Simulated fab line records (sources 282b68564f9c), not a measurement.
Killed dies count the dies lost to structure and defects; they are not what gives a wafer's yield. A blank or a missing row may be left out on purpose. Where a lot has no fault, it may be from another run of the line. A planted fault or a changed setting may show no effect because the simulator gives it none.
8D (eight disciplines) problem report, filled in by code / flow rit_cmos / the parts of the form that need people (team, actions taken, sign-off) are left out

## 1. WHAT WENT WRONG
Wafers with no fault read 0.849 a.u. with a standard deviation of 0.015, whereas oes_product_au at RIT_GATE_ETCH_19 reads a mean of 0.933 a.u. on 1 wafer of 1 lot. That is +5.6 standard deviations from the usual mean.
The step: etches poly-Si in SF6/CHF3/O2, stops on SiO2, time 165 s, target depth 312.5 nm.
First observed at day 7 04:09: wafer L449.4, on rie_si-01. The record holds 39 wafers of 13 lots with a number at this step. By rule, "out" or "out of limits" means more than 4 standard deviations away from the usual mean. The other wafers with a number count as sound.

## 2. WHAT IT IS, WHAT IT ISN'T
question=which readings at this step; is=oes_product_au; is not=CHF3_flow_sccm, drypump_motor_current_A, throttle_valve_pct
question=which lots; is=L449; is not=L428, L429, L430, L432, L434, L435, L437, L438, L440, L444, L445, L446
question=which wafers of those lots; is=L449.4; is not=L449.1, L449.3
question=read on which tools; is=rie_si-01; is not=rie_si-02
question=when; is=from day 7 04:09; is not=up to then (38 sound wafers)

## 3. SUSPECTS, AND WHAT RULES EACH OUT
Counting: any tool at a process step up to the reading remains a suspect provided it ran every lot that is out. Sound lots after the first of them don't rule it out here, since some wafers of a struck lot are sound.
- rie_si-01 at RIT_GATE_ETCH_19 (etches poly-Si in SF6/CHF3/O2, stops on SiO2, time 165 s, target depth 312.5 nm): kept. L449, the lot that is out, went through it at day 7 04:09; up to then, the latest sound lot through it was L445 at day 6 07:37. Its own readings are out on those wafers: oes_product_au.
- rie_si-01, RIT_GATE_ETCH_19: wafers that are out in chamber 1, sound lot-mates in chambers 0, 2.
Remaining after the count: rie_si-01 at RIT_GATE_ETCH_19.

## 4. THE CAUSE (what the simulator had put in)
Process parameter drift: rie_si-01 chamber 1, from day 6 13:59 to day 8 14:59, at RIT_GATE_ETCH_19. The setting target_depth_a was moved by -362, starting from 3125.
Only this tool survived the counting.

## 5. THE EFFECT CHAIN, in route order
Rows list readings where the struck wafers' mean (over those with a number) sits beyond 3 standard deviations from the usual. Scope: only readings with a usual standard deviation given in the record; hours: median across lots of the time from each lot's start at the first step in this table that gives one to its start at this step; sigmas: change in usual standard deviations.
hours=0; step=RIT_GATE_ETCH_19; reading=oes_product_au; usual=0.849 a.u.; on struck wafers=0.933; change=+0.084; sigmas=+5.6
It contains these process steps:
- RIT_GATE_ETCH_19: etches poly-Si in SF6/CHF3/O2, stops on SiO2, time 165 s, target depth 312.5 nm.

## 6. HOW IT WOULD HAVE BEEN CAUGHT EARLIER
14 hours passed between the start of the fault at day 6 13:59 and the first reading out of limits in this record, taken at day 7 04:09.
